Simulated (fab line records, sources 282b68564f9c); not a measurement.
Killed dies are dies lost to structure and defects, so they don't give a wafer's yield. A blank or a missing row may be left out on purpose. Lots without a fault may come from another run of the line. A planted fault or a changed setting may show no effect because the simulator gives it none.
fab line records | flow rit_cmos
record lots=5 wafers=23
route steps=202 shown ACTIVE@7 FOX1@20 NWELL@29 NRETRO@61 PRETRO@65 GATE@87 NLDD@111 PLDD@122 NSD@139 M1@202
start_h: hours from the record's first day to the start of the lot's first wafer shown | wait_h: hours since the lot's step before | " the same as in the row above | L1.1+2: a row that stands for several wafers | - no value, or no start given | * or withheld: withheld | < > ~ a bound
route shown NAME@n: a module of which the file shows steps, and the number in the route of the first | usual: mean/standard deviation of fault-free wafers | same: alike in all rows | chamber/n: place in a boat | sites: the reading at each site | _std_site: their standard deviation | _edge_site: outer sites' mean less inner sites' | radius_mm: how far each site lies from the wafer's centre | mask NAME#n: copy n | behind: the tool/chamber that last shaped the wafer | hold: why the lot was held/for how many hours/how that ended | device: the transistor (n, p or np) that didn't switch | end of line: the same wafers' tests at the end of the route | a step without rows: its recipe alone | killed: dies lost to structure and defects at the first sort, not the wafer's yield | map: a wafer's dies, x killed, . not, _ none there
set.NAME: the setting as run; set.NAME@STEP: as run at that earlier step | model.NAME: the simulator's own value behind a step, which no gauge read
lots whose settings were changed on purpose; a table a step, a row a wafer
## steps
# step RIT_ACTIVE_COAT_06
# recipe resist=NOVOLAK spin_rpm=3250 resist_thk_nm=1000
# columns lot.wafer tool chamber start_h wait_h set.resist_thk_nm model.NOVOLAK_of_ACTIVE_COAT_06.thk_nm
L075.1 litho_track-01 0 18.74 0.1 981.4 982.1
L075.3 " 0 " " 1000 997.2
L075.4 " 0 " " 1000 997.6
L075.5 " 0 " " 1000 1000
L075.6 " 0 " " 981.4 981.8
L076.1 litho_track-03 0 23.74 0.1 970.2 972.8
L076.2 " 0 " " 970.2 975.2
L076.3 " 0 " " 970.2 972.7
L076.4 " 0 " " 1000 1005
L076.5 " 0 " " 1000 1007
L077.1 litho_track-02 0 29.45 0.1 1000 1001
L077.2 " 0 " " 1000 996
L077.3 " 0 " " 1000 998
L077.5 " 0 " " 1000 997.3
L077.6 " 0 " " 1000 998.5
L082.2 litho_track-03 0 53.86 0.1 1000 999.3
L082.5+6 " 0 " " 1000 1002
L085.1 litho_track-02 0 68.74 0.1 1000 1000
L085.2 " 0 " " 1000 1002
L085.4 " 0 " " 940 939.7
L085.5 " 0 " " 940 940.8
L085.6 " 0 " " 940 937.6
# step RIT_ACTIVE_SOFTBAKE_07
# recipe resist=NOVOLAK temp_c=90 time_s=60
# step RIT_ACTIVE_EXPOSE_08
# recipe mask_id=M1 na=0.6 source_shape=conventional sigma_outer=0.6 target_cd_nm=1400 dose_mj=225
# step RIT_ACTIVE_DEVELOP_10
# recipe resist=NOVOLAK develop_time_s=50 dev_temp_c=23
# step RIT_ACTIVE_HARDBAKE_12
# recipe resist=NOVOLAK temp_c=140 time_s=60
# columns lot.wafer tool chamber start_h wait_h set.resist_thk_nm@ACTIVE_COAT_06 model.NOVOLAK_of_ACTIVE_COAT_06.thk_nm
L075.1 litho_track-02 0 19.56 0.1 981.4 868.1
L075.3 " 0 " " 1000 881.3
L075.4 " 0 " " 1000 881.6
L075.5 " 0 " " 1000 883.9
L075.6 " 0 " " 981.4 867.9
L076.1 litho_track-02 0 24.68 0.1 970.2 859.9
L076.2 " 0 " " 970.2 862.1
L076.3 " 0 " " 970.2 859.8
L076.4 " 0 " " 1000 887.9
L076.5 " 0 " " 1000 890.1
L077.1 litho_track-01 0 30.39 0.1 1000 884.6
L077.2 " 0 " " 1000 880.2
L077.3 " 0 " " 1000 882.1
L077.5 " 0 " " 1000 881.4
L077.6 " 0 " " 1000 882.5
L082.2 litho_track-01 0 54.86 0.1 1000 883.2
L082.5 " 0 " " 1000 885.2
L082.6 " 0 " " 1000 885.5
L085.1 litho_track-01 0 69.68 0.1 1000 883.9
L085.2 " 0 " " 1000 885.6
L085.4 " 0 " " 940 831
L085.5 " 0 " " 940 832
L085.6 " 0 " " 940 829.1
# step RIT_ACTIVE_ETCH_13
# recipe stop_on=SiO2 chemistry=SF6 target=Si3N4 time_s=210 over_etch_frac=0.4 SF6_flow_sccm=200 pressure_mtorr=260 rf_w=125 target_depth_a=2100
# columns lot.wafer tool chamber start_h wait_h set.resist_thk_nm@ACTIVE_COAT_06 model.NOVOLAK_of_ACTIVE_COAT_06.thk_nm
L075.1 rie_diel-03 0 19.71 0.1 981.4 639.2
L075.3 " 3 " " 1000 668.8
L075.4 " 2 " " 1000 658.3
L075.5 " 2 " " 1000 661.7
L075.6 " 3 " " 981.4 659.2
L076.1 rie_diel-04 2 24.83 0.1 970.2 631.9
L076.2 " 0 " " 970.2 627.3
L076.3 " 1 " " 970.2 617.3
L076.4 " 3 " " 1000 659
L076.5 " 1 " " 1000 646.7
L077.1 rie_diel-04 3 30.54 0.1 1000 657.2
L077.2 " 0 " " 1000 646.6
L077.3 " 2 " " 1000 655
L077.5 " 0 " " 1000 648
L077.6 " 3 " " 1000 656.4
L082.2 rie_diel-03 3 54.98 0.1 1000 667.3
L082.5 " 2 " " 1000 656.5
L082.6 " 1 " " 1000 648.8
L085.1 rie_diel-04 0 69.83 0.1 1000 652.1
L085.2 " 3 " " 1000 656.9
L085.4 " 2 " " 940 606.4
L085.5 " 3 " " 940 601.8
L085.6 " 2 " " 940 605.2
# step RIT_FOX1_OXIDATION_00
# recipe temp_c=1100 ambient=H2O target_thk_a=3507 p_h2o_torr=720 ox_time_s=1130
# columns lot.wafer tool chamber start_h wait_h set.temp_c model.SiO2_of_FOX1_OXIDATION_00.thk_nm
L075.1 - - - 0.0 1073 302.4
L075.3 " - " " 1073 301.8
L075.4 " - " " 1073 299
L075.5 " - " " 1073 307.4
L075.6 " - " " 1073 301.5
L076.1 - - - 0.0 1085 323.5
L076.2 " - " " 1085 315.9
L076.3 " - " " 1085 317.2
L076.4 " - " " 1085 313.5
L076.5 " - " " 1085 311.4
L077.1 - - - 0.0 1118 368.2
L077.2+3 " - " " 1118 372.5
L077.5 " - " " 1118 366.1
L077.6 " - " " 1118 373.7
L082.2 furnace-04 0 55.81 0.0 1100 352.1
L082.5 " 0 " " 1100 345.5
L082.6 " 0 " " 1100 346.3
L085.1 - - - 0.0 1100 342.8
L085.2 " - " " 1100 346.3
L085.4 " - " " 1100 342.4
L085.5 " - " " 1100 342
L085.6 " - " " 1100 341.2
# step RIT_FOX1_THK_MEAS_01
# recipe reads=SiO2_of_FOX1_OXIDATION_00
# usual FOX1_OXIDE_THK=346/3.7
# columns lot.wafer tool chamber start_h wait_h set.temp_c@FOX1_OXIDATION_00 FOX1_OXIDE_THK[nm]
L075.1 film_metro-03 - - - 1073 302
L075.3 " - " " 1073 302
L075.4 " - " " 1073 299
L075.5 " - " " 1073 307
L075.6 " - " " 1073 301
L076.1 film_metro-04 - - - 1085 323
L076.2 " - " " 1085 316
L076.3 " - " " 1085 317
L076.4 " - " " 1085 313
L076.5 " - " " 1085 311
L077.1 film_metro-01 - - - 1118 368
L077.2 " - " " 1118 372
L077.3 " - " " 1118 373
L077.5 " - " " 1118 366
L077.6 " - " " 1118 374
L082.2 film_metro-01 - 57.13 0.0 1100 353
L082.5 " - " " 1100 345
L082.6 " - " " 1100 347
L085.1 film_metro-03 - - - 1100 343
L085.2 " - " " 1100 346
L085.4 " - " " 1100 342
L085.5 " - " " 1100 342
L085.6 " - " " 1100 341
# step RIT_NWELL_COAT_01
# recipe resist=NOVOLAK spin_rpm=2000 resist_thk_nm=1300
# columns lot.wafer tool chamber start_h wait_h set.spin_rpm model.NOVOLAK_of_NWELL_COAT_01.thk_nm
L075.1+4 litho_track-04 0 24.53 0.1 2000 1298
L075.3 " 0 " " 2075 1277
L075.5+6 " 0 " " 2075 1275
L076.1 litho_track-04 0 29.53 0.1 2000 1302
L076.2 " 0 " " 2000 1299
L076.3 " 0 " " 2130 1262
L076.4 " 0 " " 2000 1301
L076.5 " 0 " " 2130 1260
L077.1+3 litho_track-04 0 35.34 0.1 2000 1294
L077.2 " 0 " " 2000 1296
L077.5 " 0 " " 1889 1335
L077.6 " 0 " " 1889 1336
L082.2 litho_track-02 0 59.73 0.1 2000 1301
L082.5 " 0 " " 2000 1299
L082.6 " 0 " " 2000 1293
L085.1 litho_track-04 0 74.72 0.1 1922 1320
L085.2 " 0 " " 2000 1295
L085.4 " 0 " " 2000 1294
L085.5 " 0 " " 1922 1321
L085.6 " 0 " " 1922 1325
# step RIT_NWELL_HARDBAKE_07
# recipe resist=NOVOLAK temp_c=140 time_s=120
# columns lot.wafer tool chamber start_h wait_h set.temp_c set.spin_rpm@NWELL_COAT_01 model.NOVOLAK_of_NWELL_COAT_01.thk_nm
L075.1 litho_track-02 0 25.42 0.0 136.4 2000 1142
L075.3 " 0 " " 136.4 2075 1123
L075.4 " 0 " " 140 2000 1135
L075.5 " 0 " " 136.4 2075 1122
L075.6 " 0 " " 140 2075 1115
L076.1 litho_track-04 0 30.30 0.0 140 2000 1139
L076.2 " 0 " " 140 2000 1136
L076.3 " 0 " " 137.6 2130 1109
L076.4 " 0 " " 137.6 2000 1142
L076.5 " 0 " " 137.6 2130 1107
L077.1 litho_track-02 0 36.10 0.0 140 2000 1131
L077.2 " 0 " " 143.4 2000 1129
L077.3 " 0 " " 143.4 2000 1127
L077.5 " 0 " " 140 1889 1167
L077.6 " 0 " " 143.4 1889 1163
L082.2 litho_track-02 0 60.64 0.1 140 2000 1138
L082.5 " 0 " " 140 2000 1136
L082.6 " 0 " " 140 2000 1131
L085.1 litho_track-04 0 75.61 0.0 140 1922 1154
L085.2+4 " 0 " " 142.3 2000 1129
L085.5 " 0 " " 142.3 1922 1151
L085.6 " 0 " " 140 1922 1159
# step RIT_NWELL_IMPLANT_08
# recipe species=P energy_kev=170 dose_cm2=5e+13 tilt_deg=7
# columns lot.wafer tool chamber start_h wait_h set.energy_kev model.implant.rp_nm model.implant.drp_nm
L075.1+3 implanter-01 0 25.67 0.2 176.8 219.2 70.88
L075.4+5+6 " 0 " " 170 210.6 68.82
L076.1+3 implanter-03 0 30.55 0.2 161.1 200.4 66.16
L076.2+4+5 " 0 " " 170 211.8 68.82
L077.1+5+6 implanter-03 0 36.35 0.2 170 212.5 68.82
L077.2+3 " 0 " " 173.2 216.6 69.79
L082.2+5+6 implanter-03 0 60.88 0.2 170 222.1 68.82
L085.1+2+4+5+6 implanter-03 0 75.86 0.2 170 215.6 68.82
# step RIT_NRETRO_IMPLANT_08
# recipe species=P energy_kev=70 dose_cm2=1e+13 tilt_deg=7
# columns lot.wafer tool chamber start_h wait_h set.energy_kev model.implant.rp_nm model.implant.drp_nm
L075.1+4+6 implanter-04 0 34.38 0.2 70 85.33 33.94
L075.3+5 " 0 " " 66.33 80.73 32.41
L076.1+5 implanter-03 0 39.10 0.2 70 83.95 33.94
L076.2+3+4 " 0 " " 66.05 79.08 32.3
L077.1+6 implanter-04 0 44.86 0.2 70 87.47 33.94
L077.2+3+5 " 0 " " 67.73 84.55 33
L082.2+5+6 implanter-04 0 69.45 0.2 70 86.63 33.94
L085.1+2+4+5+6 implanter-02 0 84.62 0.2 70 83.19 33.94
# step RIT_PRETRO_COAT_01
# recipe resist=NOVOLAK spin_rpm=2000 resist_thk_nm=1300
# columns lot.wafer tool chamber start_h wait_h set.spin_rpm model.NOVOLAK_of_PRETRO_COAT_01.thk_nm
L075.1 litho_track-03 0 34.92 0.1 1910 1329
L075.3 " 0 " " 2000 1300
L075.4 " 0 " " 2000 1298
L075.5 " 0 " " 1910 1330
L075.6 " 0 " " 1910 1331
L076.1 litho_track-03 0 39.63 0.1 1859 1357
L076.2 " 0 " " 1859 1360
L076.3 " 0 " " 1859 1355
L076.4 " 0 " " 2000 1311
L076.5 " 0 " " 2000 1305
L077.1+3 litho_track-01 0 45.39 0.1 2000 1297
L077.2+5 " 0 " " 2000 1293
L077.6 " 0 " " 2000 1295
L082.2 litho_track-01 0 70.01 0.1 2000 1292
L082.5+6 " 0 " " 2000 1295
L085.1+2 litho_track-02 0 85.15 0.1 1949 1322
L085.4 " 0 " " 2000 1304
L085.5 " 0 " " 2000 1303
L085.6 " 0 " " 1949 1319
# step RIT_PRETRO_SOFTBAKE_02
# recipe resist=NOVOLAK temp_c=90 time_s=60
# step RIT_PRETRO_EXPOSE_03
# recipe mask_id=M5 na=0.57 target_cd_nm=43700 dose_mj=250
# step RIT_PRETRO_DEVELOP_05
# recipe resist=NOVOLAK develop_time_s=68 dev_temp_c=23
# step RIT_PRETRO_HARDBAKE_07
# recipe resist=NOVOLAK temp_c=140 time_s=120
# columns lot.wafer tool chamber start_h wait_h set.spin_rpm@PRETRO_COAT_01 model.NOVOLAK_of_PRETRO_COAT_01.thk_nm
L075.1 litho_track-03 0 35.81 0.0 1910 1162
L075.3 " 0 " " 2000 1136
L075.4 " 0 " " 2000 1135
L075.5 " 0 " " 1910 1163
L075.6 " 0 " " 1910 1164
L076.1 litho_track-01 0 40.40 0.0 1859 1186
L076.2 " 0 " " 1859 1188
L076.3 " 0 " " 1859 1184
L076.4 " 0 " " 2000 1146
L076.5 " 0 " " 2000 1141
L077.1 litho_track-03 0 46.28 0.1 2000 1134
L077.2 " 0 " " 2000 1131
L077.3 " 0 " " 2000 1135
L077.5 " 0 " " 2000 1130
L077.6 " 0 " " 2000 1133
L082.2 litho_track-01 0 70.92 0.1 2000 1130
L082.5+6 " 0 " " 2000 1132
L085.1+2 litho_track-01 0 86.04 0.0 1949 1156
L085.4 " 0 " " 2000 1141
L085.5 " 0 " " 2000 1140
L085.6 " 0 " " 1949 1153
# step RIT_PRETRO_IMPLANT_08
# recipe species=B energy_kev=45 dose_cm2=1.2e+13 tilt_deg=7
# columns lot.wafer tool chamber start_h wait_h set.dose_cm2
L075.1+6 implanter-02 0 36.06 0.2 1.115e+13
L075.3+4+5 " 0 " " 1.2e+13
L076.1+3+4 implanter-02 0 40.65 0.2 1.2e+13
L076.2+5 " 0 " " 1.237e+13
L077.1+2+6 implanter-01 0 46.53 0.2 1.2e+13
L077.3+5 " 0 " " 1.11e+13
L082.2+5+6 implanter-01 0 71.15 0.2 1.2e+13
L085.1+5 implanter-02 0 86.29 0.2 1.279e+13
L085.2+4+6 " 0 " " 1.2e+13
# step RIT_PRETRO_STRIP_09
# recipe chemistry=O2 time_s=180 resist=NOVOLAK platen_temp_c=withheld power_w=500 pressure_mtorr=4000 o2_flow_sccm=4000
# step RIT_PRETRO_TW_MEAS_10
# usual PRETRO_TW=474/3.1
# columns lot.wafer tool chamber start_h wait_h set.dose_cm2@PRETRO_IMPLANT_08 PRETRO_TW
L075.1 film_metro-04 - 36.38 0.1 1.115e+13 461
L075.3 " - " " 1.2e+13 473
L075.4 " - " " 1.2e+13 471
L075.5 " - " " 1.2e+13 472
L075.6 " - " " 1.115e+13 458
L076.1 film_metro-03 - 40.98 0.1 1.2e+13 476
L076.2 " - " " 1.237e+13 479
L076.3 " - " " 1.2e+13 473
L076.4 " - " " 1.2e+13 474
L076.5 " - " " 1.237e+13 480
L077.1 film_metro-01 - 46.85 0.1 1.2e+13 473
L077.2 " - " " 1.2e+13 473
L077.3 " - " " 1.11e+13 464
L077.5 " - " " 1.11e+13 464
L077.6 " - " " 1.2e+13 473
L082.2 film_metro-01 - 71.46 0.1 1.2e+13 480
L082.5 " - " " 1.2e+13 475
L082.6 " - " " 1.2e+13 477
L085.1 film_metro-03 - 86.62 0.1 1.279e+13 484
L085.2 " - " " 1.2e+13 476
L085.4 " - " " 1.2e+13 474
L085.5 " - " " 1.279e+13 486
L085.6 " - " " 1.2e+13 476
# step RIT_GATE_COAT_11
# recipe resist=NOVOLAK spin_rpm=4250 resist_thk_nm=850
# columns lot.wafer tool chamber start_h wait_h set.spin_rpm model.NOVOLAK_of_GATE_COAT_11.thk_nm
L075.1 litho_track-02 0 42.12 0.1 4250 847.1
L075.3 " 0 " " 4250 847.5
L075.4 " 0 " " 4540 821.9
L075.5 " 0 " " 4250 847
L075.6 " 0 " " 4540 819
L076.1 litho_track-01 0 47.07 0.1 4250 849.7
L076.2 " 0 " " 3988 875.3
L076.3 " 0 " " 3988 877.9
L076.4 " 0 " " 4250 849.1
L076.5 " 0 " " 3988 877.7
L077.1 litho_track-04 0 52.19 0.1 4388 831.2
L077.2 " 0 " " 4388 837.1
L077.3 " 0 " " 4388 833
L077.5 " 0 " " 4250 849.8
L077.6 " 0 " " 4250 845.5
L082.2 litho_track-04 0 75.26 0.1 4250 850.4
L082.5 " 0 " " 4250 851.3
L082.6 " 0 " " 4250 847.5
L085.1 litho_track-01 0 90.42 0.1 4250 848.7
L085.2 " 0 " " 4250 849.4
L085.4 " 0 " " 4250 845.9
L085.5 " 0 " " 4141 856.9
L085.6 " 0 " " 4141 859.3
# step RIT_GATE_DEVELOP_15
# recipe resist=NOVOLAK develop_time_s=50 dev_temp_c=23
# columns lot.wafer tool chamber start_h wait_h set.dev_temp_c
L075.1+5 litho_track-01 0 - - 23
L075.3+4+6 " 0 " " 24.78
L076.1+3 litho_track-01 0 - - 26.15
L076.2+4+5 " 0 " " 23
L077.1+2+3+5+6 litho_track-04 0 - - 23
L082.2+5+6 litho_track-02 0 - - 23
L085.1+2+4+5+6 litho_track-02 0 - - 23
# step RIT_NLDD_IMPLANT_08
# recipe species=P energy_kev=20 dose_cm2=5e+14 tilt_deg=7
# columns lot.wafer tool chamber start_h wait_h set.dose_cm2
L075.1+4+6 implanter-01 0 47.70 0.1 4.708e+14
L075.3+5 " 0 " " 5e+14
L076.1+5 implanter-01 0 52.72 0.1 4.858e+14
L076.2+3+4 " 0 " " 5e+14
L077.1+2+3+5+6 implanter-01 0 58.21 0.1 5e+14
L082.2+5+6 implanter-01 0 81.46 0.1 5e+14
L085.1+2+5 implanter-03 0 95.88 0.1 4.896e+14
L085.4+6 " 0 " " 5e+14
# step RIT_PLDD_IMPLANT_08
# recipe species=BF2 energy_kev=20 dose_cm2=9e+14 tilt_deg=7
# columns lot.wafer tool chamber start_h wait_h set.energy_kev model.implant.drp_nm
L075.1+3 implanter-01 0 49.12 0.1 20.75 10.01
L075.4+5+6 " 0 " " 20 9.752
L076.1+2+3+4+5 implanter-03 0 54.14 0.1 20 9.752
L077.1+3+6 implanter-01 0 59.63 0.1 20 9.752
L077.2+5 " 0 " " 19.39 9.542
L082.2+5+6 implanter-01 0 83.00 0.1 20 9.752
L085.1+2 implanter-03 0 97.30 0.1 20.9 10.06
L085.4+5+6 " 0 " " 20 9.752
# step RIT_NSD_IMPLANT_08
# recipe species=P energy_kev=25 dose_cm2=1e+15 tilt_deg=7
# columns lot.wafer tool chamber start_h wait_h set.dose_cm2
L075.1+3+4+5+6 implanter-04 0 54.34 0.1 1e+15
L076.1+2 implanter-02 0 58.39 0.1 1e+15
L076.3+4+5 " 0 " " 9.337e+14
L077.1+5+6 implanter-02 0 63.58 0.1 1e+15
L077.2+3 " 0 " " 1.028e+15
L082.2+5+6 implanter-04 0 87.92 0.1 1e+15
L085.1+4+5 implanter-03 0 101.43 0.1 1.051e+15
L085.2+6 " 0 " " 1e+15
# step RIT_M1_PROBE_99
# columns lot.wafer tool chamber start_h wait_h set.dev_temp_c@GATE_DEVELOP_15 model.etest.nmos_0p15.drive_ua_um model.etest.pmos_0p3.r_on_ohm_um
L075.1 prober-01 - 63.84 0.1 23 472.8 6218
L075.3 prober-01 - 63.94 0.2 24.78 429.9 6572
L075.4 prober-01 - 63.99 0.2 24.78 441.4 6573
L075.5 prober-01 - 64.04 0.2 23 467.9 6267
L075.6 prober-01 - 64.09 0.2 24.78 445.4 6515
L076.1 prober-02 - 68.34 0.1 26.15 402.5 6709
L076.2 prober-02 - 68.39 0.1 23 448.5 6491
L076.3 prober-02 - 68.44 0.2 26.15 378.1 6992
L076.4 prober-02 - 68.49 0.2 23 478 6245
L076.5 prober-02 - 68.54 0.2 23 440.9 6459
L077.1 prober-01 - 73.34 0.1 23 480.5 6380
L077.2 prober-01 - 73.39 0.1 23 486.2 6383
L077.3 prober-01 - 73.44 0.2 23 488.2 6354
L077.5 prober-01 - 73.54 0.2 23 473.9 6444
L077.6 prober-01 - 73.59 0.2 23 467.5 6456
L082.2 prober-02 - 99.09 0.1 23 454.5 6481
L082.5 prober-02 - 99.24 0.2 23 460 6426
L082.6 prober-02 - 99.29 0.2 23 470.1 6378
L085.1 prober-01 - 111.43 0.1 23 445.5 6266
L085.2 prober-01 - 111.48 0.1 23 437.9 6441
L085.4 prober-01 - 111.58 0.2 23 459.6 6316
L085.5 prober-01 - 111.63 0.2 23 441 6443
L085.6 prober-01 - 111.68 0.2 23 436.9 6469
# killed by level:class
L082.2 SPACER:geometric_particle:open=2 FOX2:geometric_particle:open=1 FOX2:geometric_particle:short=1 REOX:geometric_particle:short=1 SILICIDE:geometric_particle:open=1
L082.5 GATE:geometric_particle:short=1 GATE:geometric_particle:open=1 REOX:geometric_particle:short=1 SPACER:geometric_particle:open=1 SILICIDE:geometric_particle:short=1
L082.6 GATE:geometric_particle:short=3 REOX:geometric_particle:short=2 REOX:geometric_particle:open=2 ACTIVE:geometric_particle:short=1 FOX1:geometric_particle:short=1 GATE:geometric_particle:open=1 SILICIDE:geometric_particle:open=1 SILICIDE:geometric_particle:short=1
## key
split step=RIT_ACTIVE_COAT_06 setting=resist_thk_nm stated=1000 by=wafer
response step=RIT_ACTIVE_COAT_06 reading=model.NOVOLAK_of_ACTIVE_COAT_06.thk_nm change=+10.3 per=1% r=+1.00
response step=RIT_ACTIVE_HARDBAKE_12 reading=model.NOVOLAK_of_ACTIVE_COAT_06.thk_nm change=+9.01 per=1% r=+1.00
response step=RIT_ACTIVE_ETCH_13 reading=model.NOVOLAK_of_ACTIVE_COAT_06.thk_nm change=+8.43 per=1% r=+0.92
split step=RIT_FOX1_OXIDATION_00 setting=temp_c stated=1100 by=lot
response step=RIT_FOX1_OXIDATION_00 reading=model.SiO2_of_FOX1_OXIDATION_00.thk_nm change=+17.2 per=1% r=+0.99
response step=RIT_FOX1_THK_MEAS_01 reading=FOX1_OXIDE_THK change=+17.2 per=1% r=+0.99
split step=RIT_NWELL_COAT_01 setting=spin_rpm stated=2000 by=wafer
response step=RIT_NWELL_COAT_01 reading=model.NOVOLAK_of_NWELL_COAT_01.thk_nm change=-6.57 per=1% r=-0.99
response step=RIT_NWELL_HARDBAKE_07 reading=model.NOVOLAK_of_NWELL_COAT_01.thk_nm change=-5.57 per=1% r=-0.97
split step=RIT_NWELL_HARDBAKE_07 setting=temp_c stated=140 by=wafer
response none clear
split step=RIT_NWELL_IMPLANT_08 setting=energy_kev stated=170 by=wafer
response step=RIT_NWELL_IMPLANT_08 reading=model.implant.rp_nm change=+2.17 per=1% r=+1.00
response step=RIT_NWELL_IMPLANT_08 reading=model.implant.drp_nm change=+0.512 per=1% r=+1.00
split step=RIT_NRETRO_IMPLANT_08 setting=energy_kev stated=70 by=wafer
response step=RIT_NRETRO_IMPLANT_08 reading=model.implant.rp_nm change=+0.873 per=1% r=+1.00
response step=RIT_NRETRO_IMPLANT_08 reading=model.implant.drp_nm change=+0.291 per=1% r=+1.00
split step=RIT_PRETRO_COAT_01 setting=spin_rpm stated=2000 by=wafer
response step=RIT_PRETRO_COAT_01 reading=model.NOVOLAK_of_PRETRO_COAT_01.thk_nm change=-7.02 per=1% r=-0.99
response step=RIT_PRETRO_HARDBAKE_07 reading=model.NOVOLAK_of_PRETRO_COAT_01.thk_nm change=-6.04 per=1% r=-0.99
split step=RIT_PRETRO_IMPLANT_08 setting=dose_cm2 stated=1.2e+13 by=wafer
response step=RIT_PRETRO_TW_MEAS_10 reading=PRETRO_TW change=+1.5 per=1% r=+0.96
split step=RIT_GATE_COAT_11 setting=spin_rpm stated=4250 by=wafer
response step=RIT_GATE_COAT_11 reading=model.NOVOLAK_of_GATE_COAT_11.thk_nm change=-4.16 per=1% r=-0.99
split step=RIT_GATE_DEVELOP_15 setting=dev_temp_c stated=23 by=wafer
response step=RIT_M1_PROBE_99 reading=model.etest.pmos_0p3.r_on_ohm_um change=+34.8 per=1% r=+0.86
response step=RIT_M1_PROBE_99 reading=model.etest.nmos_0p15.drive_ua_um change=-4.61 per=1% r=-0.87
split step=RIT_NLDD_IMPLANT_08 setting=dose_cm2 stated=5e+14 by=wafer
response none in this file
split step=RIT_PLDD_IMPLANT_08 setting=energy_kev stated=20 by=wafer
response step=RIT_PLDD_IMPLANT_08 reading=model.implant.drp_nm change=+0.0682 per=1% r=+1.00
split step=RIT_NSD_IMPLANT_08 setting=dose_cm2 stated=1e+15 by=wafer
response none in this file
